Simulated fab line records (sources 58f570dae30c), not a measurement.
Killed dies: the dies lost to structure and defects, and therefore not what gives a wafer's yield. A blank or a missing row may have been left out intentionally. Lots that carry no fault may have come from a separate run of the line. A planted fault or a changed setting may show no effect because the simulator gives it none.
Check for tools in common ; flow berkeley_cmos170 ; 15 lots and 45 wafers in the sample

REASON FOR OPENING
3 of 15 lots carry a flag on the reading WELLDRIVE_OXIDE_THK at UCB170_WELLDRIVE_THK_MEAS_02. Wafers without a fault read 198 nm, standard deviation 3.7.
Rule: a lot gets a flag if all its wafers with a number sit over 4 standard deviations from that mean, or if no wafer of it has a number. The rest of the lots are taken to be sound.

lot;measured;on;WELLDRIVE_OXIDE_THK (nm), wafer by wafer;flag
L801;day 4 05:50;film_metro-01;203 201 200;
L802;day 4 05:51;film_metro-03;196 197 197;
L803;day 4 05:53;film_metro-03;195 192 194;
L805;day 5 08:15;film_metro-03;195 197 197;
L807;day 5 08:15;film_metro-01;201 197 195;
L806;day 5 08:17;film_metro-02;197 195 195;
L808;day 5 20:30;film_metro-03;177 180 175;FLAGGED
L809;day 5 20:31;film_metro-02;178 176 178;FLAGGED
L810;day 6 04:06;film_metro-03;175 177 175;FLAGGED
L812;day 6 10:17;film_metro-01;201 203 204;
L817;day 7 17:17;film_metro-02;200 201 200;
L819;day 8 04:49;film_metro-02;202 202 206;
L821;day 8 13:08;film_metro-01;196 196 196;
L822;day 8 13:08;film_metro-02;205 206 205;
L823;day 8 21:01;film_metro-01;198 200 199;
On average the flagged lots' numbers are 177 nm, which is -21 nm against the usual, or -6 standard deviations.

WHICH TOOL RAN EACH LOT
The record keeps 1 process step preceding the reading, out of 331 steps on the route. Cell contents, in order: the tool; ch with the chambers the sampled wafers went through; the start.
lot;flag;UCB170_WELLDRIVE_OXIDATION_01
L801;;furnace-04 ch 0, day 4 02:20
L802;;furnace-04 ch 0, day 4 02:20
L803;;furnace-04 ch 0, day 4 02:20
L805;;furnace-02 ch 0, day 5 04:45
L807;;furnace-02 ch 0, day 5 04:45
L806;;furnace-02 ch 0, day 5 04:45
L808;FLAGGED;furnace-02 ch 0, day 5 17:00
L809;FLAGGED;furnace-02 ch 0, day 5 17:00
L810;FLAGGED;furnace-02 ch 0, day 6 00:36
L812;;furnace-01 ch 0, day 6 06:47
L817;;furnace-01 ch 0, day 7 13:46
L819;;furnace-01 ch 0, day 8 01:16
L821;;furnace-04 ch 0, day 8 09:38
L822;;furnace-04 ch 0, day 8 09:38
L823;;furnace-04 ch 0, day 8 17:31
These steps, and what they do:
- UCB170_WELLDRIVE_OXIDATION_01: target thk 199 nm, ox time 9000 s.
- UCB170_WELLDRIVE_THK_MEAS_02

FLAGGED AGAINST TOTAL, ONE TOOL AT A TIME (gauges that did the reading follow at the end)
step;tool;lots run;flagged;share of the flagged lots;sound lots run after its first flagged lot
UCB170_WELLDRIVE_OXIDATION_01;furnace-01;3;0;none;-
UCB170_WELLDRIVE_OXIDATION_01;furnace-02;6;3;all;0
UCB170_WELLDRIVE_OXIDATION_01;furnace-04;6;0;none;-
UCB170_WELLDRIVE_THK_MEAS_02;film_metro-01;5;0;none;-
UCB170_WELLDRIVE_THK_MEAS_02;film_metro-02;5;1;some;3 (L817,L819,L822)
UCB170_WELLDRIVE_THK_MEAS_02;film_metro-03;5;2;some;0

WHAT THE TABLE PERMITS
1 row of the table ran every flagged lot: furnace-02 at UCB170_WELLDRIVE_OXIDATION_01.
- furnace-02 at UCB170_WELLDRIVE_OXIDATION_01 ran 6 lots, 3 of them flagged. It ran its last sound lot, L805, at day 5 04:45 and its first flagged lot, L808, at day 5 17:00: a fault with its onset between the two fits. Its own readings lie more than 4 standard deviations out on every wafer of the flagged lots: spike_tc_centre_C, spike_tc_load_C, spike_tc_source_C.
One tool is left: furnace-02 at UCB170_WELLDRIVE_OXIDATION_01.

WHAT THE SIMULATOR HAD PUT IN
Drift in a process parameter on furnace-02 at UCB170_WELLDRIVE_OXIDATION_01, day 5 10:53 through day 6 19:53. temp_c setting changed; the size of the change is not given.
Lots struck among those shown: L808, L809, L810. The same result came from the rule above.
